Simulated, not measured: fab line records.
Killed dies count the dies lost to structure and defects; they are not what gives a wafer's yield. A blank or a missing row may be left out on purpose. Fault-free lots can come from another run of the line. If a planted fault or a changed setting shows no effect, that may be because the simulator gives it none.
A struck lot beside a sound one -- flow rit_cmos -- 23 out of 202 route steps
Sound: these wafers, L680.1, L680.3, L680.4. Struck: wafers L692.1, L692.5, L692.6. Last of all comes the cause.
Each step with rows lists, per side, the tool, then ch with its chambers, then its first start. Under that, the readings that differ: sound wafers -- struck wafers -- difference of the means -- sigmas: that difference in standard deviations of wafers without a fault.
alike: a reading whose means differ by less than 2 such deviations, as well as words and numbers matching on both sides. not compared: withheld readings; readings where some wafer has no value; bounds like >300 that might hide an equal value; numbers whose values overlap and for which the record gives no deviation.
Wherever a step has rows on one side only, a row that says differs or no value, or a row with sigmas, the two part there. Numbers that have no deviation but don't overlap get no sigmas and don't part them. A reading that every wafer of one side lacks parts them only if that side has two wafers or more.

RIT_CONTACT_CD_MEAS_08: the cd target is 1000 nm.
  struck on cd_sem-02, day 7 18:43; sound on cd_sem-01, day 4 19:21
  alike: cd_nm
RIT_CONTACT_OVL_MEAS_09:
  struck on overlay-02, day 7 18:50; sound on overlay-01, day 4 19:28
reading,sound,struck,difference,sigmas
CONTACT_OVL (nm),-0.9 -1.2 0.0,2.5 4.7 4.7,+4.7,+4
then, 1 step without rows for these wafers: RIT_CONTACT_HARDBAKE_10 (time 60 s).
RIT_CONTACT_ETCH_11: etches SiO2 in CHF3/CF4/Ar, stops on TiSi2, target depth 480 nm, time 320 s.
  sound on rie_diel-03 ch 0,1,3, day 4 19:40; struck on rie_diel-01 ch 0,2,3, day 7 19:01
  alike: drypump_motor_current_A, oes_product_au, throttle_valve_pct
  not compared: rf_hours_counter_h
RIT_CONTACT_STRIP_12: strips in O2, time 180 s.
  sound on plasma_asher-02 ch 0,1, day 4 19:51; struck on plasma_asher-02 ch 0,1, day 7 19:13
  alike: drypump_motor_current_A
  not compared: rf_hours_counter_h
RIT_CONTACT_CD_MEAS_90: the cd target is 1000 nm.
  struck on cd_sem-01, day 7 19:23; sound on cd_sem-02, day 4 20:02
  alike: cd_nm
then, 2 steps without rows for these wafers: RIT_CONTACT_CLEAN_13 (cleans in SC1, time 600 s); RIT_CONTACT_CLEAN_14 (cleans in SC2, time 600 s).
RIT_M1_SPUTTER_00: material Al, target thk 400 nm, time 500 s.
  struck on pvd_sputter-04, day 7 19:51; sound on pvd_sputter-04, day 4 20:31
  alike: throttle_valve_pct
RIT_M1_RS_MEAS_01: uses a four-point probe to measure.
  struck on film_metro-01, day 7 20:09; sound on film_metro-01, day 4 20:49
  alike: M1_AL_RS
RIT_M1_THK_MEAS_02: measures by xrf.
  struck on film_metro-01, day 7 20:16; sound on film_metro-01, day 4 20:56
  alike: M1_AL_THK
then, 1 step without rows for these wafers: RIT_M1_HMDS_03 (prime time 60 s).
RIT_M1_COAT_04: resist thk 1300 nm.
  sound on litho_track-04 ch 0, day 4 21:08; struck on litho_track-03 ch 0, day 7 20:39
reading,sound,struck,difference,sigmas
model.NOVOLAK_of_M1_COAT_04.thk_nm (nm),1298 1302 1302,717.8 715.6 716.4,-584.1,
then, 3 steps without rows for these wafers: RIT_M1_SOFTBAKE_05 (time 60 s); RIT_M1_EXPOSE_06 (exposes mask M12, target cd 2600 nm); RIT_M1_PEB_07.
RIT_M1_DEVELOP_08: develop time 68 s.
  sound: litho_track-04 ch 0; struck: litho_track-02 ch 0
reading,sound,struck,difference,sigmas
model.M1.cd_nm (nm),2599 2597 2599,2531 2528 2533,-68,
RIT_M1_CD_MEAS_09: the cd target is 2600 nm.
  struck on cd_sem-01, day 7 21:23; sound on cd_sem-02, day 4 22:06
reading,sound,struck,difference,sigmas
cd_nm (nm),2598.9 2597.1 2599.1,2531.2 2528.1 2532.5,-67.8,-28
RIT_M1_OVL_MEAS_10:
  struck on overlay-02, day 7 21:30; sound on overlay-02, day 4 22:13
  alike: M1_OVL
then, 1 step without rows for these wafers: RIT_M1_HARDBAKE_11 (time 120 s).
RIT_M1_METAL_ETCH_12: etches Al in Cl2/BCl3, stops on SiO2, time 165 s, target depth 600 nm.
  sound on rie_metal-01 ch 0,1, day 4 22:31; struck on rie_metal-03 ch 0,1, day 7 21:47
reading,sound,struck,difference,sigmas
model.NOVOLAK_of_M1_COAT_04.thk_nm (nm),806.2 805.9 811.7,304.3 305.8 301.8,-504.0,
model.M1.cd_nm (nm),2598 2598 2598,2531 2528 2530,-68,
  alike: bcl3_flow_sccm, drypump_motor_current_A, oes_product_au, throttle_valve_pct
  not compared: rf_hours_counter_h
then, 1 step without rows for these wafers: RIT_M1_STRIP_13 (strips in nmp, time 600 s).
RIT_M1_PROBE_99:
  struck on prober-01, day 8 00:03; sound on prober-01, day 5 00:46
reading,sound,struck,difference,sigmas
model.etest.m1.width_nm (nm),2599 2592 2602,2529 2528 2527,-70,
  alike: defect_limited_yield, killed_at_contacts, killed_at_front_end, killed_dies, killed_open, killed_short, sort_bin_3_pad_short, sort_bin_5_function, sort_bin_6_memory, sort_n_pass, sort_yield_pct

WHERE THEY PART
Last at RIT_M1_CD_MEAS_09 as far as this record goes, first at RIT_CONTACT_OVL_MEAS_09. Later steps at which nothing parts them and some readings are alike: RIT_M1_OVL_MEAS_10, RIT_M1_METAL_ETCH_12, RIT_M1_PROBE_99.

WHY: what the simulator had put in
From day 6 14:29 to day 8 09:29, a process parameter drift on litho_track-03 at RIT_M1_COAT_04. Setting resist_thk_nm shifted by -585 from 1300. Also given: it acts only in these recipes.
